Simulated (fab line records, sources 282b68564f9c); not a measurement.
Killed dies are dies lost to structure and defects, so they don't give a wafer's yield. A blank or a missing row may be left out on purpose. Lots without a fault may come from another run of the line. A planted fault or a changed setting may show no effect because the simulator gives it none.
Tool commonality check | flow rit_cmos | 14 lots, 42 wafers sampled

WHY IT WAS OPENED
At RIT_PLDD_TW_MEAS_10 the reading PLDD_TW is flagged on 2 of 14 lots. Wafers without a fault read 2348, standard deviation 31.
Rule: a lot is flagged when every wafer of it that has a number lies more than 4 standard deviations from that mean, or none has a number. The other lots count as sound.

lot  | measured    | on            | PLDD_TW, wafer by wafer | flag
L626 | day 3 00:54 | film_metro-03 | 2378 2384 2382          |
L630 | day 3 16:14 | film_metro-04 | 2327 2308 2310          |
L631 | day 3 21:10 | film_metro-04 | 2311 2297 2314          |
L632 | day 4 01:32 | film_metro-04 | 2318 2319 2306          |
L633 | day 4 11:55 | film_metro-01 | 2391 2379 2386          |
L635 | day 4 17:25 | film_metro-01 | 30 31 31                | FLAGGED
L636 | day 4 21:00 | film_metro-04 | 30 30 30                | FLAGGED
L639 | day 5 13:46 | film_metro-04 | 2321 2324 2308          |
L641 | day 6 02:49 | film_metro-01 | 2386 2386 2388          |
L642 | day 6 10:01 | film_metro-04 | 2330 2329 2317          |
L646 | day 7 07:32 | film_metro-01 | 2387 2397 2394          |
L647 | day 7 12:47 | film_metro-03 | 2362 2365 2365          |
L648 | day 7 17:26 | film_metro-03 | 2365 2353 2360          |
L649 | day 8 01:06 | film_metro-01 | 2371 2356 2364          |
The numbers of the flagged lots are 30 on average: -2318 against the usual, or -75 standard deviations.

WHICH TOOL RAN EACH LOT
The record holds 1 process step before the reading, out of a route of 202 steps. In each cell: the tool, then ch and the chambers that the sampled wafers went through, then the start.
lot  | flag    | RIT_NLDD_STRIP_09
L626 |         | plasma_asher-02 ch 0,1, day 2 23:17
L630 |         | plasma_asher-03 ch 0, day 3 14:35
L631 |         | plasma_asher-03 ch 0,1, day 3 19:34
L632 |         | plasma_asher-01 ch 1, day 3 23:52
L633 |         | plasma_asher-01 ch 0,1, day 4 10:18
L635 | FLAGGED | plasma_asher-01 ch 0, day 4 15:49
L636 | FLAGGED | plasma_asher-03 ch 0,1, day 4 19:25
L639 |         | plasma_asher-03 ch 0,1, day 5 12:10
L641 |         | plasma_asher-03 ch 0,1, day 6 01:13
L642 |         | plasma_asher-03 ch 0,1, day 6 08:25
L646 |         | plasma_asher-03 ch 0,1, day 7 05:48
L647 |         | plasma_asher-03 ch 0,1, day 7 11:06
L648 |         | plasma_asher-01 ch 0,1, day 7 15:50
L649 |         | plasma_asher-02 ch 0,1, day 7 23:28
What these steps do:
- RIT_NLDD_STRIP_09: strips in O2, time 180 s.
- RIT_PLDD_TW_MEAS_10

FLAGGED OVER TOTAL, TOOL BY TOOL (the gauges that took the reading come last)
step                | tool            | lots run | flagged | share of the flagged lots | sound lots run after its first flagged lot
RIT_NLDD_STRIP_09   | plasma_asher-01 | 4        | 1       | some                      | 1 (L648)
RIT_NLDD_STRIP_09   | plasma_asher-02 | 2        | 0       | none                      | -
RIT_NLDD_STRIP_09   | plasma_asher-03 | 8        | 1       | some                      | 5 (L639,L641,L642,L646,L647)
RIT_PLDD_TW_MEAS_10 | film_metro-01   | 5        | 1       | some                      | 3 (L641,L646,L649)
RIT_PLDD_TW_MEAS_10 | film_metro-03   | 3        | 0       | none                      | -
RIT_PLDD_TW_MEAS_10 | film_metro-04   | 6        | 1       | some                      | 2 (L639,L642)

WHAT THE TABLE ALLOWS
No row of the table ran every flagged lot.

WHAT THE SIMULATOR HAD PUT IN
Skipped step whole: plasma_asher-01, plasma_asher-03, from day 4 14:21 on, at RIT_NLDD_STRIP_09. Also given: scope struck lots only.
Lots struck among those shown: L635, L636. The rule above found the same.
